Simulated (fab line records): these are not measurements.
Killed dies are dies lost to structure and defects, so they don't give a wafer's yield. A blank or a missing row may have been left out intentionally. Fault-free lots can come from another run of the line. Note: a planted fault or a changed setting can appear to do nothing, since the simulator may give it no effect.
fab line records	flow berkeley-cmos170
[record] lots = 14	wafers = 42	last-day = 16
route steps=331 shown ZERO@12 GATE@139 NSD@195
lots untouched by any fault: they come from a run of this same line in which no faults occurred
start-h: the number of hours between the record's first day and the start of the first shown wafer of the lot	wait-h: hours since the lot's step before	" identical to the entry in the row above	L1.1+2: one row covering several wafers at once	- either no value or no given start	* or withheld: withheld	< > ~ a bound
route shown NAME@n: NAME is a module with steps in the file, n the number in the route of the first one	usual: mean/standard deviation taken from wafers without a fault	same: alike in all rows	chamber/n: place in a boat	sites: per-site readings	_std_site: standard deviation of those values	_edge_site: mean of outer sites minus mean of inner sites	radius-mm: for every site, how far away it sits from the centre of the wafer	mask NAME#n: copy n	behind: the tool/chamber that last shaped the wafer	hold: what put the lot on hold/how long, in hours/how the hold closed	device: whichever transistor did not switch (one of n, p or np)	end of line: at the end of the route, the tests of the same wafers	step lacking rows: just its recipe	killed: at the first sort, the dies lost to defects and structure; wafer yield is something else	map: dies across one wafer; x = killed, . = not, _ = none there
set.NAME: the setting that was run; set.NAME@STEP: the one run at that earlier step	model.NAME: the simulator's own value behind a step, which no gauge read
route steps across a sampled set of lots; one table per step, one row per wafer
services: from which hour (start-h, from the record's first day; less than 0 if before it) a tool's chamber was out of use, for how many hours, and why
[[steps]]
[step UCB170_ZERO_ETCH_06]
[recipe] chemistry = CHF3/CF4/Ar	target = SiO2	time-s = 12	pressure-mtorr = 100	rf-w = 500	CHF3_flow_sccm = 50	cf4-flow-sccm = 10	Ar_flow_sccm = 120	over-etch-frac = 1.58
[usual] cf4-flow-sccm = 10.00/0.032	drypump-motor-current-A = 5.9/0.5	oes-product-au = 0.620/0.0097	throttle-valve-pct = 9.18/0.12
lot.wafer	tool	chamber	start-h	wait-h	cf4-flow-sccm	drypump-motor-current-A	oes-product-au	rf-hours-counter-h	throttle-valve-pct
L875.1	rie-diel-01	1	24.11	-	9.95	5.4	0.616	166	9.29
L875.2	"	3	"	"	10.03	5.7	0.625	8	9.22
L875.4	"	0	"	"	9.95	5.9	0.634	-	9.11
L878.1	rie-diel-01	3	36.15	-	9.95	5.8	0.625	9	9.22
L878.5	"	3	"	"	9.95	5.8	0.627	-	9.23
L878.6	"	0	"	"	9.97	5.9	0.637	-	9.11
L879.2	rie-diel-04	3	44.17	-	10.01	6.5	0.617	145	8.95
L879.3	"	0	"	"	10.01	6.7	0.631	169	9.29
L879.6	"	0	"	"	10.01	6.7	0.631	-	9.29
L880.1	rie-diel-01	1	44.41	-	10.02	5.4	0.613	167	9.30
L880.3	"	0	"	"	10.02	5.9	0.628	63	9.11
L880.5	"	3	"	"	10.03	5.8	0.624	-	9.23
L882.2	rie-diel-01	0	52.23	-	9.99	5.9	0.640	64	9.10
L882.3	"	2	"	"	10.03	5.5	0.621	152	9.17
L882.4	"	1	"	"	10.03	5.4	0.606	168	9.30
L881.1	rie-diel-02	3	52.51	-	10.03	6.0	0.635	115	9.00
L881.2	"	1	"	"	10.02	5.9	0.594	171	9.19
L881.5	"	1	"	"	10.01	5.9	0.602	-	9.19
L884.2	rie-diel-02	3	68.00	-	9.99	6.0	0.628	116	9.01
L884.5	"	0	"	"	10.05	6.5	0.622	-	9.26
L884.6	"	3	"	"	10.02	6.0	0.636	-	9.00
L888.1	rie-diel-04	0	87.72	-	9.98	6.7	0.613	0	9.29
L888.2	"	2	"	"	10.03	5.9	0.612	105	9.34
L888.4	"	1	"	"	9.99	5.2	0.619	50	9.23
L890.2	rie-diel-02	0	97.19	-	9.99	6.5	0.610	37	9.25
L890.3	"	1	"	"	10.00	5.9	0.605	0	9.19
L890.4	"	2	"	"	9.99	5.2	0.620	2	9.08
L893.1	rie-diel-02	2	113.91	-	10.02	5.2	0.614	2	9.09
L893.2	"	0	"	"	9.97	6.5	0.621	37	9.24
L893.5	"	0	"	"	10.03	6.5	0.620	-	9.25
L895.1	rie-diel-04	1	123.80	-	9.96	5.1	0.615	52	9.24
L895.3	"	0	"	"	9.99	6.7	0.611	2	9.30
L895.4	"	3	"	"	10.03	6.5	0.616	-	8.96
L896.1	rie-diel-01	3	124.21	-	10.00	5.8	0.627	14	9.23
L896.3	"	0	"	"	9.94	5.9	0.639	68	9.10
L896.6	"	2	"	"	10.02	5.5	0.621	-	9.18
L897.3	rie-diel-04	0	128.79	-	9.96	6.7	0.604	2	9.28
L897.4	"	3	"	"	10.00	6.5	0.611	149	8.95
L897.6	"	1	"	"	10.09	5.2	0.613	-	9.26
L898.1	rie-diel-01	1	138.70	-	9.96	5.4	0.609	3	9.30
L898.3	"	3	"	"	10.01	5.8	0.617	14	9.21
L898.5	"	3	"	"	9.99	5.8	0.617	-	9.24
[step UCB170_ZERO_STRIP_07]
[recipe] chemistry = O2	power-w = 400	pressure-mtorr = 3500	platen-temp-c = withheld	o2-flow-sccm = 400	overash-fraction = 0.5
[usual] drypump-motor-current-A = 5.6/0.43	o2-flow-sccm = 400.0/1.1	oes-product-au = 0.727/0.0042	strip-time-to-endpoint-s = 21.49/0.059
lot.wafer	tool	chamber	start-h	wait-h	drypump-motor-current-A	o2-flow-sccm	oes-product-au	rf-hours-counter-h	strip-time-to-endpoint-s
L875.1	plasma-asher-03	0	24.14	0.0	5.7	400.1	0.734	21	21.58
L875.2	"	1	"	"	5.5	400.9	0.733	21	21.53
L875.4	"	1	"	"	5.5	401.2	0.732	-	21.47
L878.1	plasma-asher-03	0	36.18	0.0	5.7	399.8	0.726	23	21.43
L878.5	"	0	"	"	5.7	401.9	0.721	-	21.44
L878.6	"	1	"	"	5.5	400.9	0.735	-	21.42
L879.2	plasma-asher-02	1	44.19	0.0	5.1	400.6	0.735	32	21.51
L879.3	"	1	"	"	5.0	401.0	0.725	-	21.39
L879.6	"	1	"	"	5.1	400.0	0.731	-	21.42
L880.1	plasma-asher-03	0	44.43	0.0	5.7	400.1	0.732	24	21.53
L880.3	"	0	"	"	5.7	400.8	0.729	-	21.54
L880.5	"	1	"	"	5.5	400.8	0.727	-	21.57
L882.2	plasma-asher-04	0	52.26	0.0	6.1	399.1	0.723	28	21.47
L882.3	"	1	"	"	5.3	400.2	0.727	-	21.49
L882.4	"	0	"	"	6.1	400.5	0.730	-	21.53
L881.1	plasma-asher-02	1	52.53	0.0	5.1	398.1	0.726	33	21.51
L881.2	"	0	"	"	6.3	399.4	0.730	33	21.43
L881.5	"	0	"	"	6.2	400.2	0.728	-	21.52
L884.2	plasma-asher-03	0	68.02	0.0	5.7	398.7	0.723	27	21.42
L884.5	"	0	"	"	5.7	399.6	0.731	-	21.41
L884.6	"	1	"	"	5.5	400.4	0.726	-	21.36
L888.1	plasma-asher-03	1	87.74	0.0	5.5	398.1	0.724	30	21.51
L888.2	"	0	"	"	5.7	399.2	0.731	30	21.46
L888.4	"	1	"	"	5.5	400.4	0.735	-	21.51
L890.2	plasma-asher-02	0	97.21	0.0	6.3	398.5	0.731	39	21.50
L890.3	"	1	"	"	5.1	402.3	0.729	-	21.52
L890.4	"	0	"	"	6.2	399.0	0.732	-	21.52
L893.1	plasma-asher-03	0	113.93	0.0	5.7	398.3	0.728	32	21.47
L893.2	"	1	"	"	5.5	399.4	0.733	32	21.53
L893.5	"	0	"	"	5.7	397.9	0.729	-	21.54
L895.1	plasma-asher-04	1	123.82	0.0	5.3	401.1	0.733	36	21.56
L895.3	"	1	"	"	5.3	399.7	0.731	-	21.50
L895.4	"	0	"	"	6.1	401.4	0.726	-	21.54
L896.1	plasma-asher-02	1	124.23	0.0	5.1	398.8	0.722	42	21.48
L896.3	"	1	"	"	5.1	401.8	0.724	-	21.40
L896.6	"	1	"	"	5.1	398.2	0.731	-	21.48
L897.3	plasma-asher-03	1	128.85	0.0	5.5	399.6	0.722	-	21.59
L897.4	"	0	"	"	5.7	400.5	0.726	-	21.56
L897.6	"	1	"	"	5.5	399.0	0.727	-	21.50
L898.1	plasma-asher-03	1	138.73	0.0	5.5	402.7	0.722	35	21.54
L898.3	"	0	"	"	5.7	401.1	0.724	-	21.55
L898.5	"	0	"	"	5.7	399.5	0.730	-	21.63
[step UCB170_GATE_OVL_MEAS_13]
[usual] GATE_OVL = -5/6.8
lot.wafer	tool	chamber	start-h	wait-h	GATE_OVL[nm]
L875.1	overlay-01	-	150.83	0.1	9
L875.2	"	-	"	"	14
L875.4	"	-	"	"	6
L878.1	overlay-01	-	166.21	0.1	-14
L878.5	"	-	"	"	-15
L878.6	"	-	"	"	-16
L880.1	overlay-02	-	179.67	0.1	-14
L880.3	"	-	"	"	-7
L880.5	"	-	"	"	-7
L879.2	overlay-01	-	179.70	0.1	-6
L879.3	"	-	"	"	-8
L879.6	"	-	"	"	-17
L881.1	overlay-02	-	188.13	0.1	-9
L881.2	"	-	"	"	-1
L881.5	"	-	"	"	-5
L882.2	overlay-01	-	188.16	0.1	-4
L882.3	"	-	"	"	-4
L882.4	"	-	"	"	0
L884.2	overlay-01	-	195.52	0.1	-8
L884.5	"	-	"	"	-3
L884.6	"	-	"	"	0
L890.2	overlay-01	-	220.86	0.1	-5
L890.3	"	-	"	"	-12
L890.4	"	-	"	"	-7
L888.1	overlay-01	-	220.97	0.1	-10
L888.2	"	-	"	"	-2
L888.4	"	-	"	"	-10
L893.1	overlay-02	-	244.10	0.1	-5
L893.2	"	-	"	"	-11
L893.5	"	-	"	"	-4
L895.1	overlay-01	-	253.65	0.1	-9
L895.3	"	-	"	"	-3
L895.4	"	-	"	"	-13
L896.1	overlay-01	-	253.95	0.1	7
L896.3	"	-	"	"	13
L896.6	"	-	"	"	9
L897.3	overlay-02	-	254.21	0.1	-6
L897.4	"	-	"	"	-2
L897.6	"	-	"	"	-5
L898.1	overlay-01	-	273.66	0.1	3
L898.3	"	-	"	"	2
L898.5	"	-	"	"	4
[step UCB170_NSD_IMPLANT_08]
[recipe] species = P	dose-cm2 = 3e+15	energy-kev = 40	tilt-deg = 7
[usual] dose-ions-cm2 = 3e+15/3.5e+12	tilt-deg = 7.002/0.021
lot.wafer	tool	chamber	start-h	wait-h	dose-ions-cm2	tilt-deg
L875.1	implanter-01	0	165.56	0.0	2.997e+15	6.965
L875.2	"	0	"	"	3e+15	7.034
L875.4	"	0	"	"	3.003e+15	7.008
L878.1	implanter-01	0	180.28	0.0	3e+15	6.987
L878.5	"	0	"	"	3.002e+15	6.981
L878.6	"	0	"	"	3e+15	6.996
L879.2	implanter-03	0	195.03	0.0	2.998e+15	7.023
L879.3	"	0	"	"	3.001e+15	7.013
L879.6	"	0	"	"	3.003e+15	6.984
L880.1	implanter-02	0	195.28	0.0	2.994e+15	6.998
L880.3	"	0	"	"	2.997e+15	7.011
L880.5	"	0	"	"	3.004e+15	7.000
L881.1	implanter-03	0	204.29	0.0	3.006e+15	6.983
L881.2	"	0	"	"	3.002e+15	6.957
L881.5	"	0	"	"	3.005e+15	6.953
L882.2	implanter-01	0	204.59	0.0	3.003e+15	6.979
L882.3	"	0	"	"	3.001e+15	6.983
L882.4	"	0	"	"	3.002e+15	6.973
L884.2	implanter-01	0	210.67	0.0	2.995e+15	7.018
L884.5	"	0	"	"	2.994e+15	6.990
L884.6	"	0	"	"	2.998e+15	6.996
L884.2	implanter-01	0	210.99	0.3	3e+15	6.986
L884.5	"	0	"	"	2.998e+15	6.971
L884.6	"	0	"	"	2.995e+15	7.006
L890.2	implanter-01	0	234.61	0.0	2.999e+15	7.017
L890.3	"	0	"	"	2.999e+15	6.998
L890.4	"	0	"	"	2.995e+15	7.021
L888.1	implanter-02	0	234.86	0.0	3.001e+15	7.029
L888.2	"	0	"	"	3.001e+15	7.028
L888.4	"	0	"	"	2.999e+15	7.019
L888.1	implanter-02	0	235.18	0.3	2.998e+15	7.018
L888.2	"	0	"	"	3.001e+15	7.005
L888.4	"	0	"	"	3.002e+15	6.992
L893.1	implanter-01	0	260.06	0.0	3.004e+15	6.982
L893.2	"	0	"	"	3.011e+15	7.015
L893.5	"	0	"	"	3.002e+15	7.020
L893.1	implanter-01	0	260.56	0.5	2.993e+15	6.994
L893.2	"	0	"	"	2.997e+15	6.996
L893.5	"	0	"	"	2.998e+15	7.014
L895.1	implanter-01	0	266.72	0.0	3e+15	7.008
L895.3	"	0	"	"	2.995e+15	7.014
L895.4	"	0	"	"	3e+15	7.005
L896.1	implanter-02	0	266.96	0.0	2.999e+15	6.995
L896.3	"	0	"	"	3e+15	7.006
L896.6	"	0	"	"	3.001e+15	7.034
L897.3	implanter-03	0	267.25	0.1	2.995e+15	7.006
L897.4	"	0	"	"	2.993e+15	7.017
L897.6	"	0	"	"	3.003e+15	7.015
L898.1	implanter-03	0	288.32	0.0	2.999e+15	6.978
L898.3	"	0	"	"	3.004e+15	7.021
L898.5	"	0	"	"	2.998e+15	7.012
[step UCB170_NSD_STRIP_09]
[recipe] chemistry = O2	power-w = 400	pressure-mtorr = 3500	platen-temp-c = withheld	o2-flow-sccm = 400	overash-fraction = 0.5
[usual] drypump-motor-current-A = 5.8/0.4	o2-flow-sccm = 399.8/1.2	oes-product-au = 0.534/0.0042	strip-time-to-endpoint-s = 35.82/0.071
lot.wafer	tool	chamber	start-h	wait-h	drypump-motor-current-A	o2-flow-sccm	oes-product-au	rf-hours-counter-h	strip-time-to-endpoint-s
L875.1	plasma-asher-04	0	165.71	0.1	6.1	399.5	0.537	40	35.75
L875.2	"	1	"	"	5.3	401.1	0.531	40	35.71
L875.4	"	1	"	"	5.3	400.8	0.541	-	35.68
L878.1	plasma-asher-01	1	180.43	0.1	6.1	400.1	0.541	6	35.85
L878.5	"	1	"	"	6.1	401.0	0.536	-	35.85
L878.6	"	0	"	"	6.5	399.5	0.533	-	35.83
L879.2	plasma-asher-04	0	195.15	0.1	6.1	398.8	0.535	43	35.76
L879.3	"	0	"	"	6.1	398.6	0.539	-	35.87
L879.6	"	0	"	"	6.1	398.5	0.533	-	35.88
L880.1	plasma-asher-03	1	195.43	0.1	5.5	399.3	0.530	41	35.93
L880.3	"	0	"	"	5.7	398.0	0.533	-	35.89
L880.5	"	0	"	"	5.7	399.4	0.530	-	35.82
L881.1	plasma-asher-03	1	204.44	0.1	5.5	401.5	0.536	42	35.88
L881.2	"	0	"	"	5.7	399.0	0.532	42	35.85
L881.5	"	1	"	"	5.5	402.3	0.532	-	35.88
L882.2	plasma-asher-01	1	204.72	0.1	6.1	400.0	0.536	9	35.84
L882.3	"	0	"	"	6.5	400.3	0.538	-	35.85
L882.4	"	1	"	"	6.1	400.5	0.538	-	35.91
L884.2	plasma-asher-03	1	211.11	0.1	5.5	397.4	0.487	43	42.72
L884.5	"	0	"	"	5.7	399.7	0.483	-	42.76
L884.6	"	1	"	"	5.5	399.0	0.485	-	42.73
L890.2	plasma-asher-03	0	234.74	0.1	5.7	400.3	0.524	46	35.96
L890.3	"	1	"	"	5.5	403.6	0.535	-	35.92
L890.4	"	0	"	"	5.7	398.9	0.534	-	35.85
L888.1	plasma-asher-04	1	235.33	0.1	5.3	399.8	0.485	48	42.70
L888.2	"	0	"	"	6.1	398.3	0.484	48	42.71
L888.4	"	0	"	"	6.1	399.5	0.478	-	42.71
L893.1	plasma-asher-03	1	260.82	0.2	5.5	400.0	0.489	50	42.81
L893.2	"	0	"	"	5.7	401.9	0.487	50	42.80
L893.5	"	0	"	"	5.7	400.3	0.487	-	42.86
L895.1	plasma-asher-03	1	266.87	0.1	5.5	399.1	0.537	51	35.84
L895.3	"	0	"	"	5.7	400.0	0.537	-	35.81
L895.4	"	1	"	"	5.5	398.4	0.548	-	35.83
L896.1	plasma-asher-03	1	267.11	0.1	5.5	402.7	0.531	51	35.73
L896.3	"	0	"	"	5.7	399.7	0.535	-	35.69
L896.6	"	1	"	"	5.5	400.5	0.536	-	35.74
L897.3	plasma-asher-04	0	267.38	0.1	6.1	399.4	0.533	-	35.97
L897.4	"	1	"	"	5.3	399.1	0.531	-	35.96
L897.6	"	1	"	"	5.3	398.9	0.530	-	35.93
L898.1	plasma-asher-01	1	288.47	0.1	6.1	400.8	0.529	13	35.74
L898.3	"	1	"	"	6.1	400.2	0.531	-	35.81
L898.5	"	0	"	"	6.5	399.2	0.540	-	35.78
[step UCB170_NSD_TW_MEAS_10]
[usual] NSD_TW = 4181/38
lot.wafer	tool	chamber	start-h	wait-h	NSD_TW
L875.1	film-metro-04	-	165.81	0.1	4233
L875.2	"	-	"	"	4204
L875.4	"	-	"	"	4223
L878.1	film-metro-01	-	180.53	0.1	4113
L878.5	"	-	"	"	4120
L878.6	"	-	"	"	4134
L879.2	film-metro-04	-	195.26	0.1	4228
L879.3	"	-	"	"	4223
L879.6	"	-	"	"	4220
L880.1	film-metro-01	-	195.53	0.1	4158
L880.3	"	-	"	"	4154
L880.5	"	-	"	"	4201
L881.1	film-metro-02	-	204.54	0.1	4171
L881.2	"	-	"	"	4151
L881.5	"	-	"	"	4148
L882.2	film-metro-04	-	204.83	0.1	4207
L882.3	"	-	"	"	4187
L882.4	"	-	"	"	4203
L884.2	film-metro-01	-	211.22	0.1	4397
L884.5	"	-	"	"	4349
L884.6	"	-	"	"	4364
L890.2	film-metro-01	-	234.85	0.1	4152
L890.3	"	-	"	"	4162
L890.4	"	-	"	"	4139
L888.1	film-metro-04	-	235.43	0.1	4426
L888.2	"	-	"	"	4462
L888.4	"	-	"	"	4431
L893.1	film-metro-02	-	260.92	0.1	4385
L893.2	"	-	"	"	4397
L893.5	"	-	"	"	4398
L895.1	film-metro-01	-	266.97	0.1	4158
L895.3	"	-	"	"	4153
L895.4	"	-	"	"	4164
L896.1	film-metro-02	-	267.21	0.1	4174
L896.3	"	-	"	"	4143
L896.6	"	-	"	"	4178
L897.3	film-metro-04	-	267.47	0.1	4272
L897.4	"	-	"	"	4255
L897.6	"	-	"	"	4278
L898.1	film-metro-01	-	288.57	0.1	4157
L898.3	"	-	"	"	4140
L898.5	"	-	"	"	4153
[step UCB170_SDANNEAL_RS_MEAS_03]
[recipe] thk-meas-gauge = four-point-probe
[usual] NSD_RS = 37.23/0.1
lot.wafer	tool	chamber	start-h	wait-h	NSD_RS[ohm/sq]
L875.1	film-metro-04	-	169.14	0.1	37.21
L875.2	"	-	"	"	37.19
L875.4	"	-	"	"	37.15
L878.1	film-metro-01	-	182.20	0.1	37.12
L878.5	"	-	"	"	37.16
L878.6	"	-	"	"	37.24
L879.2	film-metro-02	-	196.77	0.1	37.41
L879.3	"	-	"	"	37.38
L879.6	"	-	"	"	37.35
L880.1	film-metro-02	-	197.46	0.1	37.26
L880.3	"	-	"	"	37.22
L880.5	"	-	"	"	37.34
L881.1	film-metro-01	-	205.83	0.1	37.14
L881.2	"	-	"	"	37.21
L881.5	"	-	"	"	37.24
L882.2	film-metro-04	-	206.06	0.1	37.03
L882.3	"	-	"	"	37.20
L882.4	"	-	"	"	37.22
L884.2	film-metro-04	-	212.51	0.1	30.19
L884.5	"	-	"	"	30.18
L884.6	"	-	"	"	30.18
L890.2	film-metro-04	-	236.12	0.1	37.21
L890.3	"	-	"	"	37.10
L890.4	"	-	"	"	37.24
L888.1	film-metro-04	-	236.84	0.1	30.15
L888.2	"	-	"	"	30.07
L888.4	"	-	"	"	30.10
L893.1	film-metro-04	-	262.79	0.1	30.19
L893.2	"	-	"	"	30.14
L893.5	"	-	"	"	30.16
L895.1	film-metro-01	-	270.12	0.1	37.26
L895.3	"	-	"	"	37.38
L895.4	"	-	"	"	37.36
L897.3	film-metro-02	-	270.41	0.1	37.03
L897.4	"	-	"	"	37.13
L897.6	"	-	"	"	37.11
L896.1	film-metro-04	-	270.57	0.1	37.18
L896.3	"	-	"	"	37.23
L896.6	"	-	"	"	37.30
L898.1	film-metro-02	-	290.34	0.1	37.36
L898.3	"	-	"	"	37.25
L898.5	"	-	"	"	37.18
[[services]]
tool	chamber	start-h	hours	kind
rie-diel-02	1	5.69	5.4	repair
rie-diel-04	2	15.36	5.4	repair
rie-diel-01	2	17.87	20.4	repair
plasma-asher-04	-	20.93	28.1	pm
plasma-asher-04	-	81.71	3.9	repair
rie-diel-04	0	92.22	4.5	repair
rie-diel-02	-	93.02	0.6	repair
implanter-03	-	107.68	2.1	pm
implanter-01	-	112.54	1.8	repair
implanter-02	-	115.04	5.0	pm
rie-diel-04	2	117.04	7.3	repair
plasma-asher-03	-	142.97	1.3	repair
implanter-03	-	147.85	2.0	repair
rie-diel-01	1	150.52	4.1	repair
implanter-02	-	151.95	4.0	repair
implanter-01	-	155.90	5.5	pm
rie-diel-01	-	158.96	0.2	repair
rie-diel-02	3	160.80	10.4	repair
implanter-03	-	166.08	5.8	repair
rie-diel-02	1	166.13	30.1	repair
implanter-01	-	187.09	0.6	repair
implanter-02	-	198.27	1.7	repair
rie-diel-01	-	223.24	0.7	repair
plasma-asher-04	-	275.88	3.5	repair
[[key]]
[first-sign] step = UCB170_NSD_IMPLANT_08	reading = visit	direction = added
[effect] step = UCB170_NSD_STRIP_09	reading = strip-time-to-endpoint-s	direction = up	sigmas = 97	usual = *	struck = *
[effect] step = UCB170_NSD_TW_MEAS_10	reading = NSD_TW	direction = up	sigmas = 5.7	usual = 4181	struck = 4401
[effect] step = UCB170_SDANNEAL_RS_MEAS_03	reading = NSD_RS	direction = down	sigmas = 71	usual = 37.23	struck = 30.15
met-at UCB170_NSD_IMPLANT_08
struck-lots L884,L888,L893
tester-left-out L884,L888,L893
not-acting-at UCB170_ZERO_ETCH_06,UCB170_ZERO_STRIP_07,UCB170_GATE_OVL_MEAS_13
[fault] kind = repeated-step-whole	tool = implanter-01,implanter-02,implanter-03	chamber = -	onset-h = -	steps = UCB170_NSD_IMPLANT_08	times = 1	scope = struck-lots-only
// tester-left-out: of these lots the tester's yield and bins aren't shown, on N5 and GAA mostly nor the transistor test; their killed dies are dies lost to structure and defects alone, not to doping, threshold or leakage, so they don't give the yield
